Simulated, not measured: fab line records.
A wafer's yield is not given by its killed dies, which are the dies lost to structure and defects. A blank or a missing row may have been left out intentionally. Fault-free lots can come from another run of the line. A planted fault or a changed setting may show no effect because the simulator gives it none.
Which tool is to blame?	flow berkeley-cmos170	Sampling: 14 lots, 42 wafers, 2 of 331 route steps

## WHAT EACH GAUGE READ, for each wafer
UCB170_V1_OVL_MEAS_13. Usual: V1_OVL -3 nm, standard deviation 5.9.
lot	measured	on	V1_OVL (nm)	flag
L975	day 8 09:33	overlay-02	0 -6 5	
L974	day 8 15:26	overlay-01	-1 4 4	
L979	day 9 15:34	overlay-01	-14 -3 -5	
L980	day 9 16:23	overlay-01	5 -2 10	
L982	day 10 06:54	overlay-02	-9 -9 -1	
L985	day 10 13:21	overlay-01	2 1 8	
L983	day 10 14:26	overlay-01	-2 -1 -5	
L988	day 11 02:46	overlay-02	-1 11 2	
L990	day 11 17:08	overlay-02	-2 1 -3	
L994	day 12 03:42	overlay-01	1 -2 -2	
L991	day 12 05:47	overlay-01	-10 -9 -12	
L993	day 12 05:53	overlay-02	3 -3 -10	
L995	day 12 19:59	overlay-01	-3 -7 -2	
L997	day 12 21:28	overlay-01	-8 -4 -1	

## EACH LOT AND THE TOOL THAT RAN IT (in order: tool; ch and the chambers of the sampled wafers; start)
lot	UCB170_M1_ETCH_11
L975	rie-diel-01 ch 0,1,3, day 8 05:05
L974	rie-diel-02 ch 1,2,3, day 8 11:01
L979	rie-diel-01 ch 1,2, day 9 10:59
L980	rie-diel-03 ch 2,3, day 9 11:41
L982	rie-diel-03 ch 0,1,3, day 10 03:01
L985	rie-diel-02 ch 0,1,3, day 10 09:32
L983	rie-diel-03 ch 0,1,3, day 10 10:10
L988	rie-diel-03 ch 0,1, day 10 21:40
L990	rie-diel-01 ch 0,2,3, day 11 13:18
L994	rie-diel-01 ch 1,2,3, day 11 23:49
L991	rie-diel-02 ch 1,3, day 12 00:04
L993	rie-diel-03 ch 0,2,3, day 12 00:18
L995	rie-diel-03 ch 0,1,3, day 12 14:57
L997	rie-diel-01 ch 0,2, day 12 17:13
- UCB170_M1_ETCH_11: etches BARC in N2/H2.

## AS READ BY THE TOOLS THEMSELVES (means over the sampled wafers that have a number; for cases with no such wafer, the mark the record gives instead)
UCB170_M1_ETCH_11. Usual: chamber-pressure-mTorr 29.997 mTorr, standard deviation 0.029; drypump-motor-current-A 5.7 A, standard deviation 0.33; n2-flow-sccm 99.97 sccm, standard deviation 0.29; oes-product-au 0.996 a.u., standard deviation 0.012; throttle-valve-pct 13.26 %, standard deviation 0.15.
lot	tool	chamber-pressure-mTorr (mTorr)	drypump-motor-current-A (A)	n2-flow-sccm (sccm)	oes-product-au (a.u.)	throttle-valve-pct (%)	flag
L975	rie-diel-01	29.991	5.9	100.00	1.016	13.20	
L974	rie-diel-02	30.016	5.6	99.99	0.991	13.20	
L979	rie-diel-01	29.988	5.3	100.29	0.989	13.41	
L980	rie-diel-03	29.996	5.7	100.00	0.983	13.29	
L982	rie-diel-03	29.976	5.9	100.00	0.997	13.25	
L985	rie-diel-02	29.998	5.7	99.91	0.997	13.26	
L983	rie-diel-03	29.983	5.9	100.11	0.998	13.25	
L988	rie-diel-03	29.998	6.0	100.34	1.000	13.15	
L990	rie-diel-01	30.020	6.0	99.67	0.999	13.32	
L994	rie-diel-01	29.972	5.6	99.79	1.006	13.34	
L991	rie-diel-02	29.993	5.8	100.03	0.991	13.19	
L993	rie-diel-03	29.988	5.9	99.96	0.996	13.20	
L995	rie-diel-03	30.009	5.9	99.89	0.995	13.24	
L997	rie-diel-01	30.000	5.9	100.21	1.007	13.27	

## THE ANSWER, worked out from the rows above alone
Rule: take the mean of a lot's wafers that have a number; if it is more than 3 standard deviations from the usual mean, the lot is off. Also off: a lot with no number at a reading for which 4 or more lots have one. Any other lot the step has rows for is counted as sound. Order of review: gauges by route order, followed by the tools' own readings, for which a lot's mean as printed above is used. The first step at which some lot is off is used, and at that step the reading that is off furthest; a lot without a number counts as furthest.
None of the lots is off at any reading shown; this tells nothing.

## WHAT THE SIMULATOR PUT IN
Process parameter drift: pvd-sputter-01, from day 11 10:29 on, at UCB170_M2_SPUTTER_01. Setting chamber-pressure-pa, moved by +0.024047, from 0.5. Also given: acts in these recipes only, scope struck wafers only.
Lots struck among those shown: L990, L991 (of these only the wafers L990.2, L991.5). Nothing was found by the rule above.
